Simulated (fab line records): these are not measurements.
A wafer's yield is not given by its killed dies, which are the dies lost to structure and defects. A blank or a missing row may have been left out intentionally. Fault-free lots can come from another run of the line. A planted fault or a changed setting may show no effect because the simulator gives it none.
2 desks, one fault    flow berkeley cmos170    only its own numbers are on each desk; what lay behind them is given at the end

DESK OF THE TOOL OWNER: litho track-02
For each lot that ran on this tool, the mean over its sampled wafers that have a number, from the tool's own readings at UCB170_V1_PEB_10. Marked OUT: a lot whose mean sits more than 4 standard deviations from the usual mean, which makes it out of limits; the brackets give that distance.
Columns: A = heater power total W at UCB170_V1_PEB_10, usual 57.32 W
lot   first seen here  A
L759  day 9 01:15      57.38
L766  day 10 13:32     76.74 (+99 or more) OUT
L770  day 11 05:13     76.77 (+99 or more) OUT
This desk's finding: out of limits on L766, L770; first on L766, day 10 13:32 (heater power total W at UCB170_V1_PEB_10). L759 stayed within limits.

THE METROLOGY DESK
Means of the sampled wafers that have a number, per lot and without regard to the tool the lot ran on: this is what the gauges read. Marked OUT: a lot whose mean sits more than 4 standard deviations from the usual mean, which makes it out of limits; the brackets give that distance.
Columns: A = cd nm at UCB170_V1_CD_MEAS_12, usual 699.9 nm; B = cd nm at UCB170_M2_CD_MEAS_90, usual 699.7 nm
lot   first seen here  A                B
L761  day 8 22:02      699.1            700.6
L758  day 8 23:37      701.6            701.9
L759  day 9 01:31      699.2            698.3
L760  day 9 01:46      700.5            697.6
L762  day 9 16:07      700.5            703.0
L766  day 10 13:52     614.4 (-66) OUT  695.8
L768  day 10 13:55     699.0            700.1
L770  day 11 05:30     616.1 (-64) OUT  700.6
L771  day 11 11:59     701.7            700.9
L773  day 12 04:34     702.5            700.2
L777  day 12 18:01     700.5            698.0
L775  day 12 18:14     699.6            698.3
L778  day 12 18:25     698.8            700.6
L780  day 12 21:40     697.8            696.9
This desk's finding: out of limits on L766, L770; first on L766, day 10 13:52 (cd nm at UCB170_V1_CD_MEAS_12). L761, L758, L759, L760, L762, L768, L771, L773, L777, L775, L778, L780 stayed within limits.

ALL TOGETHER
An alarm could have come from the tool owner's desk at day 10 13:32, on L766, L770.
At day 10 13:52 the metrology desk could have sounded an alarm, on L766, L770.
All the named lots went through UCB170_V1_PEB_10 on litho track-02.

WHAT THE SIMULATOR PUT IN
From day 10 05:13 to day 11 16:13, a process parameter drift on litho track-02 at UCB170_V1_PEB_10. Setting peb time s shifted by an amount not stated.
Struck lots among those shown: L766, L770.
Hours from the fault's start to each desk's first reading out of limits: the tool owner's desk, 8; the metrology desk, 9.
